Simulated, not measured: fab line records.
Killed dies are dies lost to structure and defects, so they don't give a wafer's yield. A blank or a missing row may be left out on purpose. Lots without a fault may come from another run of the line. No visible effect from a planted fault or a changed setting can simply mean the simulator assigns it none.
Which tool was responsible? | flow berkeleyCmos170 | 13 lots with 39 wafers sampled at 2 steps, on a route of 331 steps

## WHAT THE GAUGES SHOWED, per wafer
UCB170_FIELD_THK_MEAS_90. Usual: FIELD_OXIDE_LEFT_1_THK typically reads 444 nm, with standard deviation 13.
lot  | measured    | on           | FIELD_OXIDE_LEFT_1_THK (nm) | flag
L502 | day 4 21:47 | filmMetro-04 | 438 429 437                 | 
L504 | day 5 02:00 | filmMetro-04 | 430 431 437                 | 
L503 | day 5 02:04 | filmMetro-04 | 450 453 452                 | 
L505 | day 5 05:31 | filmMetro-04 | 454 456 455                 | 
L506 | day 5 05:31 | filmMetro-01 | 439 426 438                 | 
L510 | day 6 11:50 | filmMetro-01 | 444 459 457                 | 
L509 | day 6 11:53 | filmMetro-01 | 472 476 466                 | 
L511 | day 6 20:19 | filmMetro-01 | 423 433 430                 | 
L512 | day 6 20:19 | filmMetro-02 | 430 436 435                 | 
L520 | day 8 17:21 | filmMetro-04 | 441 433 447                 | 
L521 | day 8 17:22 | filmMetro-02 | 463 470 463                 | 
L524 | day 9 18:12 | filmMetro-02 | 432 436 443                 | 
L525 | day 9 18:13 | filmMetro-01 | 437 428 440                 | 

UCB170_NVT_OVL_MEAS_06. Usual: NVT_OVL typically reads 0 nm, with standard deviation 4.3.
lot  | measured     | on         | NVT_OVL (nm) | flag
L502 | day 5 10:11  | overlay-02 | 6 2 4        | 
L504 | day 5 13:21  | overlay-01 | -5 1 -8      | 
L503 | day 5 13:38  | overlay-01 | -4 -1 0      | 
L505 | day 5 20:08  | overlay-01 | 4 1 5        | 
L506 | day 5 20:14  | overlay-02 | -7 -3 -3     | 
L510 | day 7 00:20  | overlay-02 | -7 6 5       | 
L509 | day 7 00:07  | overlay-01 | 1 0 -2       | 
L511 | day 7 08:15  | overlay-01 | 0 3 4        | 
L512 | day 7 08:39  | overlay-02 | 7 3 3        | 
L520 | day 9 09:19  | overlay-02 | 0 -3 -5      | 
L521 | day 9 09:05  | overlay-01 | 3 6 5        | 
L524 | day 10 13:08 | overlay-01 | 1 -6 -2      | 
L525 | day 10 12:55 | overlay-01 | 3 2 2        | 

## WHAT TOOL EACH LOT RAN ON (gives the tool, then ch and the chambers of the sampled wafers, and finally the start)
There is no process step in the record ahead of these readings.

## AS READ BY THE TOOLS THEMSELVES (means over the sampled wafers that have a number; for cases with no such wafer, the mark the record gives instead)
The record holds no such reading with a usual standard deviation.

## THE ANSWER, worked out from the rows above alone
Rule: lot off if the mean of its wafers having a number is beyond 3 standard deviations from the usual mean. A lot without any number at a reading at which 4 lots or more have one is off too. Where the step has rows for the other lots, those lots are counted as sound. After the gauges, taken in route order, come the tools' own readings; for these a lot's mean is taken, as printed above. The first step at which some lot is off is used, and at that step the reading that is off furthest; a lot without a number counts as furthest.
None of the lots is off at any reading shown; this tells nothing.

## WHAT WAS PUT IN BY THE SIMULATOR
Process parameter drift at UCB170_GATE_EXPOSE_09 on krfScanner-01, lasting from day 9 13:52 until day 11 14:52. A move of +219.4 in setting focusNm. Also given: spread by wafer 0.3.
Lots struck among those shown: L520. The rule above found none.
